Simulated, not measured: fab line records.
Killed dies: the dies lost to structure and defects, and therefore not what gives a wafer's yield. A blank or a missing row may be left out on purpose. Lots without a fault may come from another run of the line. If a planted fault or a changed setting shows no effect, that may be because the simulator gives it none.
A sampling plan put to the test	flow rit-cmos	13 faults told of in these records, all on one fab line, each judged by the records of the lots it struck
The plan is the line's own looks: the steps of the route at which a gauge or an inspection reads the wafer and doesn't change it. A look can be judged if struck wafers have a number there and the file gives its usual mean and standard deviation on fault-free wafers. Caught: the struck wafers' mean, at a look after the fault's first step, is 4 or more of those standard deviations (sigma) away from the usual mean. On the tool: the fault's steps, tested the same way using the tool's own readings. It also counts as caught if the struck wafers ran another recipe or if their record alone is blank.

THE FAULTS, as the simulator had put them in
1. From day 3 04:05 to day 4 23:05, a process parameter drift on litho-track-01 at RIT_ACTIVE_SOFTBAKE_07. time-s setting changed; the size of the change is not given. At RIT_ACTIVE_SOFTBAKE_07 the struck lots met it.
2. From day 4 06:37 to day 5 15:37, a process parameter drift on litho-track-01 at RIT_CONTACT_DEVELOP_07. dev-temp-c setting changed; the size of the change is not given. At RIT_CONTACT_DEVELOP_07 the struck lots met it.
3. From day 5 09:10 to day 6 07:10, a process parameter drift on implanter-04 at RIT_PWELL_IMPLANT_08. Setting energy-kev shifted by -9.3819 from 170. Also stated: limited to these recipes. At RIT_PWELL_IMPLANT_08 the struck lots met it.
4. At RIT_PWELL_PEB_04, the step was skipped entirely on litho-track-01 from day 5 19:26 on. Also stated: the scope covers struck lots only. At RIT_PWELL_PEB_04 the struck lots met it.
5. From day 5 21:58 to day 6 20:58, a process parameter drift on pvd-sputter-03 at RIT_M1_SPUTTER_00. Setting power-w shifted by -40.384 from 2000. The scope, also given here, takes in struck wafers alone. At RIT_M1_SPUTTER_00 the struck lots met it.
6. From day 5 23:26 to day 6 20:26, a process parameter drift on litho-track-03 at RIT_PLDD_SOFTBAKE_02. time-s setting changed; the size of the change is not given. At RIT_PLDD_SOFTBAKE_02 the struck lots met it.
7. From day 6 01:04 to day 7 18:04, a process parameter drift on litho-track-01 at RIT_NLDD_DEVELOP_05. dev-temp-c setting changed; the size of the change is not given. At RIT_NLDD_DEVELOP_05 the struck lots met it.
8. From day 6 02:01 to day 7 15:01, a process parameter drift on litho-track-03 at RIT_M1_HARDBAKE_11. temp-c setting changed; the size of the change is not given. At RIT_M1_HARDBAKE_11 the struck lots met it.
9. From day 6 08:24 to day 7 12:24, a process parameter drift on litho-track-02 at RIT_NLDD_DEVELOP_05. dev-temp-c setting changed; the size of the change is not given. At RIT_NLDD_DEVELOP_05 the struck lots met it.
10. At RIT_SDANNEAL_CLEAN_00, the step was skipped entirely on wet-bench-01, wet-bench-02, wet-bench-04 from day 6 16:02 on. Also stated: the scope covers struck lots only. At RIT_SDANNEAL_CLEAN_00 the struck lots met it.
11. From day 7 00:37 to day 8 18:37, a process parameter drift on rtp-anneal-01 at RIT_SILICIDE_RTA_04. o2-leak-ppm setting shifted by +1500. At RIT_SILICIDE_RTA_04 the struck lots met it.
12. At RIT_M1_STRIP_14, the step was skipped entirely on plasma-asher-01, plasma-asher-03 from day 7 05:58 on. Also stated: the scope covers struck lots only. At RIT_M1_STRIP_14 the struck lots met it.
13. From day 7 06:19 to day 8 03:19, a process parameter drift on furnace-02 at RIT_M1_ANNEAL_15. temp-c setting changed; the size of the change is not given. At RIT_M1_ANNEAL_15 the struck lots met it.

WHAT THE PLAN SAW
fault	on the tool itself	first look that catches it	reading, sigma	median hours from its first step to that look	hours from the fault's start to the first struck lot there	judged looks passed uncaught
1	run-length-s -68 sigma	none of the 3 looks that can be judged after it	-	-	-	3
2	developer-temp-C +25 sigma	RIT_CONTACT_CD_MEAS_08	cd-nm -6.6	0.6	5	0
3	beam-energy-keV -99 or beyond sigma	no look after it can be judged	-	-	-	0
4	no reading that can be judged	no look after it can be judged	-	-	-	0
5	cathode-dc-power-W -99 or beyond sigma	no look after it can be judged	-	-	-	0
6	run-length-s +59 sigma	no look after it can be judged	-	-	-	0
7	developer-temp-C +8.1 sigma	not the one look that can be judged after it	-	-	-	1
8	heater-power-total-W -16 sigma	no look after it can be judged	-	-	-	0
9	developer-temp-C +7.3 sigma	no look after it can be judged	-	-	-	0
10	the tool's record is blank for the struck wafers	no look after it can be judged	-	-	-	0
11	chamber-o2-ppm +99 or beyond sigma	no look after it can be judged	-	-	-	0
12	the tool's record is blank for the struck wafers	no look after it can be judged	-	-	-	0
13	tube-center-temp-C -99 or beyond sigma	no look after it can be judged	-	-	-	0
Dash: fault not caught, or number not given in these records.

Caught at a look: 1 of 13. Caught on the tool: 12 of 13. By one or the other: 12 of 13.
Faults caught by the tool alone: 1, 3, 5, 6, 7, 8, 9, 10, 11, 12, 13.
Caught by neither: fault 4.

THINNER SAMPLING
In the worst case, this is how late the first struck lot would be measured if the look that catches a fault measured only every second or every third lot, by lot number:
fault	struck lots at that look, in order of time	every lot	every second lot	every third lot
2	L335, L338	5 h	25 h	may miss all 2
Hours: fault start to first struck lot measured. The limit of 4 sigma was tested on all struck wafers together, so one lot alone may lie under it. Other struck lots may not be in these records.

THE LONGEST TIMED WAY FROM STEP TO LOOK
Fault 2: the median time between RIT_CONTACT_DEVELOP_07 and RIT_CONTACT_CD_MEAS_08 is 0.6 hours. No look between them can be judged.
